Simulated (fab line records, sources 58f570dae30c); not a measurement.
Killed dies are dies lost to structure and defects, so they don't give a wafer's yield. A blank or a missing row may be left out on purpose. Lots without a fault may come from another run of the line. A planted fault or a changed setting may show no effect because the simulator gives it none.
Split-lot experiment | flow berkeley_cmos170 | 5 lots, 27 wafers read, on a route of 331 steps

THE SPLIT
At UCB170_NWELL_ETCH_13 (etches Si3N4 in CH3F/Ar/O2, stops on SiO2, target depth 246.4 nm, time 154 s), the setting time_s was moved away from the recipe's 154 s on 6 of the 27 wafers read, by -42.2% to -16.0%. The other wafers ran this setting at the recipe's value.

The reading is taken at the split's own step.

THE READING
KrF_of_NWELL_COAT_07.thk_nm (the simulator's own value, which no gauge read), in nm, at UCB170_NWELL_ETCH_13 (etches Si3N4 in CH3F/Ar/O2, stops on SiO2, target depth 246.4 nm, time 154 s). The file gives no usual value for it. The 21 wafers here that ran the recipe average 723.8 nm, standard deviation 6.2 nm.

wafer  | tool, chamber at the split | time_s as run, s | against the recipe | KrF_of_NWELL_COAT_07.thk_nm, nm | against lot-mates on the recipe
L075.1 | rie_diel-04, 3             | 89.06            | -42.2%             | 791.2                           | +67.8
L075.2 | rie_diel-04, 2             | 154              | recipe             | 722.5                           | -
L075.3 | rie_diel-04, 1             | 154              | recipe             | 723.7                           | -
L075.4 | rie_diel-04, 0             | 89.06            | -42.2%             | 790.1                           | +66.7
L075.5 | rie_diel-04, 2             | 154              | recipe             | 724                             | -
L075.6 | rie_diel-04, 1             | 89.06            | -42.2%             | 793.1                           | +69.7
L074.1 | rie_diel-01, 0             | 154              | recipe             | 725.8                           | -
L074.2 | rie_diel-01, 1             | 129.3            | -16.0%             | 747.1                           | +19.5
L074.3 | rie_diel-01, 3             | 129.3            | -16.0%             | 752.5                           | +24.9
L074.4 | rie_diel-01, 2             | 154              | recipe             | 729.5                           | -
L074.5 | rie_diel-01, 3             | 129.3            | -16.0%             | 752.2                           | +24.6
L074.6 | rie_diel-01, 0             | 154              | recipe             | 727.4                           | -
L077.1 | rie_diel-01, 0             | 154              | recipe             | 730.3                           | -
L077.2 | rie_diel-01, 3             | 154              | recipe             | 727.4                           | -
L077.3 | rie_diel-01, 2             | 154              | recipe             | 734.1                           | -
L077.4 | rie_diel-01, 3             | 154              | recipe             | 728.8                           | -
L077.5 | rie_diel-01, 2             | 154              | recipe             | 731.4                           | -
L077.6 | rie_diel-01, 0             | 154              | recipe             | 734.2                           | -
L083.2 | rie_diel-04, 0             | 154              | recipe             | 718.1                           | -
L083.4 | rie_diel-04, 2             | 154              | recipe             | 722.4                           | -
L083.5 | rie_diel-04, 0             | 154              | recipe             | 716.5                           | -
L084.1 | rie_diel-04, 3             | 154              | recipe             | 717                             | -
L084.2 | rie_diel-04, 1             | 154              | recipe             | 718.9                           | -
L084.3 | rie_diel-04, 0             | 154              | recipe             | 711.7                           | -
L084.4 | rie_diel-04, 2             | 154              | recipe             | 719.1                           | -
L084.5 | rie_diel-04, 0             | 154              | recipe             | 715.7                           | -
L084.6 | rie_diel-04, 1             | 154              | recipe             | 721.2                           | -

THE FIT
A straight line over all 27 wafers: KrF_of_NWELL_COAT_07.thk_nm changes by -1.61 nm for each +1% of time_s; r = -0.97; the points scatter about the line by 5.8 nm.
The same after taking each lot's own level away (the mean of its wafers on the recipe; 27 wafers): -1.6 nm for each +1%; r = -0.99; scatter 2.6 nm.
On that fit, the largest move of time_s shifts the reading by 67 nm.
The lots' own levels span 717.27 to 731.03 nm, that is 2.2 times the standard deviation above.
So the lot-to-lot level changes the slope little: the two slopes agree.
Check: with one of the wafers moved furthest among these (-42.2%) left out of the fit, the line predicts +66.9 nm for it against its lot-mates. It came out at +67.8 nm against them.

THE WHOLE CHAIN: every reading that the file lists as answering this split, in the file's order
step                  | what it does                                                                 | reading                                                                      | change (the file's fit)              | r (the file's)
UCB170_NWELL_ETCH_13  | etches Si3N4 in CH3F/Ar/O2, stops on SiO2, target depth 246.4 nm, time 154 s | etch.depth_nm (the simulator's own value, which no gauge read)               | +1.82 nm for each +1% of the setting | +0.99
UCB170_NWELL_ETCH_13  | etches Si3N4 in CH3F/Ar/O2, stops on SiO2, target depth 246.4 nm, time 154 s | KrF_of_NWELL_COAT_07.thk_nm (the simulator's own value, which no gauge read) | -1.59 nm for each +1% of the setting | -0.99
UCB170_NWELL_STRIP_15 | strips in O2                                                                 | strip_time_to_endpoint_s                                                     | withheld for each +1% of the setting | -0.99

THE FILE'S OWN FIT
KrF_of_NWELL_COAT_07.thk_nm changes by -1.59 nm for each +1% of time_s, r = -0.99.
